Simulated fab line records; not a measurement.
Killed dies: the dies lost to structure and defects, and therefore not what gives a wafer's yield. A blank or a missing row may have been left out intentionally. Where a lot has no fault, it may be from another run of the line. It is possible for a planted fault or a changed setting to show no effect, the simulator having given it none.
A lot that was struck, set against a sound lot / flow berkeley_cmos170 / 15 steps out of a route of 331
Sound: wafers L990.3, L990.4, L990.5. The struck wafers were L975.3, L975.4, L975.5. The cause is named last.
Per side, at each step with rows, come the tool, then ch with its chambers, and then its first start. Under that, the readings that differ: sound wafers / struck wafers / difference of the means / sigmas: that difference in standard deviations of wafers without a fault.
alike: a reading whose means differ by less than 2 such deviations, as well as words and numbers matching on both sides. not compared: withheld readings; readings where some wafer has no value; bounds like >300 that might hide an equal value; numbers whose values overlap and for which the record gives no deviation.
The two part at a step that has a row with sigmas, a row that says differs or no value, or rows on one side only. Numbers that have no deviation but don't overlap get no sigmas and don't part them. A reading missing from all wafers of one side parts the sides only when that side holds two or more wafers.

UCB170_GATE_CD_MEAS_90 targets a cd of 350 nm.
  sound on cd_sem-02, day 11 22:28; struck on cd_sem-01, day 9 00:21
  alike: cd_nm
then, 5 steps without rows for these wafers: UCB170_GATE_CLEAN_17 (cleans in SPM, time 600 s); UCB170_PLDD_HMDS_00 (prime time 60 s); UCB170_PLDD_COAT_01 (resist thk 900 nm); UCB170_PLDD_SOFTBAKE_02 (time 60 s); UCB170_PLDD_EXPOSE_03 (exposes mask PSELECT, target cd 1200 nm).
UCB170_PLDD_PEB_04:
  sound on litho_track-02 ch 0, day 11 23:40; struck on litho_track-03 ch 0, day 9 01:26
reading=chill_plate_temp_C (C); sound=22.83 22.91 22.97; struck=23.07 23.34 23.02; difference=+0.24; sigmas=+2
  alike: plate_sensor_t_centre_C, plate_sensor_t_edge_C
then, 1 step without rows for these wafers: UCB170_PLDD_DEVELOP_05 (develop time 45 s).
UCB170_PLDD_CD_MEAS_06 targets a cd of 1200 nm.
  sound on cd_sem-01, day 11 23:56; struck on cd_sem-01, day 9 01:41
  alike: cd_nm
UCB170_PLDD_OVL_MEAS_07:
  sound on overlay-02, day 12 00:02; struck on overlay-01, day 9 01:47
  alike: PLDD_OVL
then, 2 steps without rows for these wafers: UCB170_PLDD_IMPLANT_08; UCB170_PLDD_IMPLANT_09.
UCB170_PLDD_STRIP_10: strips in O2.
  sound on plasma_asher-03 ch 0,1, day 12 00:23; struck on plasma_asher-01 ch 0,1, day 9 02:08
reading=oes_product_au (a.u.); sound=0.735 0.732 0.743; struck=0.673 0.669 0.682; difference=-0.062; sigmas=-15
reading=overash_fraction; sound=0.5 0.5 0.5; struck=0.7 0.7 0.7; difference=+0.2; sigmas=
  alike: drypump_motor_current_A, strip_time_to_endpoint_s
  not compared: rf_hours_counter_h
UCB170_PLDD_TW_MEAS_11:
  sound on film_metro-02, day 12 00:28; struck on film_metro-03, day 9 02:14
  alike: PLDD_TW
UCB170_M3_PROBE_99:
  sound wafers here have rows in the record (prober-02, day 13 10:31); struck ones have none

WHERE THEY PART
First at UCB170_PLDD_PEB_04; last, within this record, at UCB170_M3_PROBE_99.

WHY: whatever the simulator had introduced
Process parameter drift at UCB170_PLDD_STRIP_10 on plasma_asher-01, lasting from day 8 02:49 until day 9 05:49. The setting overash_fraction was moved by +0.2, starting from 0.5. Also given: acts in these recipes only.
